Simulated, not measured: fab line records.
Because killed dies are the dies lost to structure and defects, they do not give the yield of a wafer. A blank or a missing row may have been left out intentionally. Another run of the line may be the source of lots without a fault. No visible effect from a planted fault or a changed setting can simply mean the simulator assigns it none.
What tool caused it? + flow ritCmos + 9 lots, 27 wafers sampled, at 4 steps of a route of 202

== WHAT THE GAUGES SHOWED, per wafer ==
RIT_PRETRO_OVL_MEAS_06.
| lot  | measured    | on         | PRETRO_OVL (nm) |
|------|-------------|------------|-----------------|
| L990 | day 3 23:31 | overlay-01 | 0.0 -0.7 -0.7   |
| L992 | day 4 11:31 | overlay-01 | -0.2 0.9 0.8    |
| L995 | day 5 02:40 | overlay-01 | 3.1 1.0 1.9     |
| L997 | day 5 11:31 | overlay-01 | 2.4 1.6 2.4     |
| L999 | day 5 19:49 | overlay-01 | 3.1 2.7 2.0     |
| L101 | day 6 06:05 | overlay-02 | 1.2 1.2 1.0     |
| L103 | day 6 15:41 | overlay-02 | -0.6 2.3 0.2    |
| L104 | day 6 21:39 | overlay-02 | 0.7 2.6 2.7     |
| L105 | day 7 02:01 | overlay-02 | 0.3 1.3 0.2     |

RIT_REOX_THK_MEAS_04.
| lot  | measured    | on           | REOX_OXIDE_THK (nm) |
|------|-------------|--------------|---------------------|
| L990 | day 4 10:04 | filmMetro-04 | 28.2 28.4 28.1      |
| L992 | day 4 20:31 | filmMetro-04 | 28.7 29.4 28.8      |
| L995 | day 5 15:42 | filmMetro-01 | 24.5 25.0 24.4      |
| L997 | day 5 23:36 | filmMetro-02 | 25.3 25.3 25.3      |
| L999 | day 6 04:40 | filmMetro-02 | 25.2 25.5 25.7      |
| L101 | day 6 16:03 | filmMetro-01 | 25.1 25.2 25.3      |
| L103 | day 7 02:01 | filmMetro-02 | 26.0 25.6 25.6      |
| L104 | day 7 06:29 | filmMetro-02 | 26.1 25.9 25.6      |
| L105 | day 7 11:52 | filmMetro-02 | 25.0 24.8 24.8      |

RIT_NSD_OVL_MEAS_06.
| lot  | measured    | on         | NSD_OVL (nm)   |
|------|-------------|------------|----------------|
| L990 | day 4 16:47 | overlay-01 | -2.0 0.8 -0.8  |
| L992 | day 5 03:01 | overlay-02 | -1.0 2.7 1.2   |
| L995 | day 5 22:46 | overlay-01 | -1.2 0.9 0.8   |
| L997 | day 6 06:21 | overlay-01 | -1.4 -0.4 -2.5 |
| L999 | day 6 11:41 | overlay-01 | -0.5 -1.3 -1.8 |
| L101 | day 6 22:41 | overlay-02 | -0.3 0.7 2.0   |
| L103 | day 7 08:44 | overlay-02 | 0.6 0.6 0.8    |
| L104 | day 7 13:53 | overlay-01 | -2.0 -1.3 -0.8 |
| L105 | day 7 18:23 | overlay-01 | 0.8 0.9 -1.6   |

RIT_M1_RS_MEAS_01: uses a four-point probe to measure.
| lot  | measured    | on           | M1_AL_RS (ohm/sq)    |
|------|-------------|--------------|----------------------|
| L990 | day 4 23:04 | filmMetro-03 | 0.0734 0.0728 0.0728 |
| L992 | day 5 09:13 | filmMetro-01 | 0.0738 0.0737 0.0742 |
| L995 | day 6 05:03 | filmMetro-02 | 0.0729 0.0723 0.0727 |
| L997 | day 6 12:57 | filmMetro-03 | 0.0731 0.0736 0.0724 |
| L999 | day 6 18:02 | filmMetro-01 | 0.0740 0.0735 0.0734 |
| L101 | day 7 05:04 | filmMetro-03 | 0.0748 0.0738 0.0737 |
| L103 | day 7 14:41 | filmMetro-02 | 0.0735 0.0738 0.0741 |
| L104 | day 7 20:02 | filmMetro-02 | 0.0739 0.0728 0.0720 |
| L105 | day 8 00:32 | filmMetro-03 | 0.0730 0.0720 0.0733 |

== WHICH TOOL RAN EACH LOT (tool, then ch and the chambers of the sampled wafers, then the start) ==
Before these readings, the record contains no process step.

== WHAT THE TOOLS THEMSELVES READ (means of the sampled wafers that have a number; where no wafer has one, the mark that the record gives instead) ==
The record holds no such reading with a usual standard deviation.

== THE ANSWER, worked out from the rows above alone ==
Rule: what is usual is taken from the lots themselves. Put in order of their means at a reading, lots are off if they are a third of the lots or fewer, leave a main group of 4 or more, and stand apart from it by a gap of 3 or more times the standard deviation of the main group's means; of several such gaps the widest counts. If all means in a main group match to the digits the tables above print for the reading, that group is not used. A lot without any number at a reading at which 4 lots or more have one is off too. Any other lot the step has rows for is counted as sound. Order of review: gauges by route order, followed by the tools' own readings, for which a lot's mean as printed above is used. At the first step where some lot is off, the reading lying furthest off is the one used; lots without a number count as furthest.
Off: L990, L992, seen at RIT_REOX_THK_MEAS_04 (REOX_OXIDE_THK). For the main group the mean is 25.3 nm and the standard deviation 0.41.
If a tool, at a process step before that reading, ran all the lots that are off and no sound lot after the first of them, it fits. Gauges at RIT_REOX_THK_MEAS_04: tried the same way as those tools. One fits: filmMetro-04 at RIT_REOX_THK_MEAS_04. It ran no sound lot before its first lot that is off in this sample, so the start can't be narrowed down.

== WHAT THE SIMULATOR PUT IN ==
Metrology matching offset: filmMetro-04, from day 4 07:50 on, at RIT_REOX_THK_MEAS_04. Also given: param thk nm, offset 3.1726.
Struck lots among those shown: L990, L992. The rule above found the same.
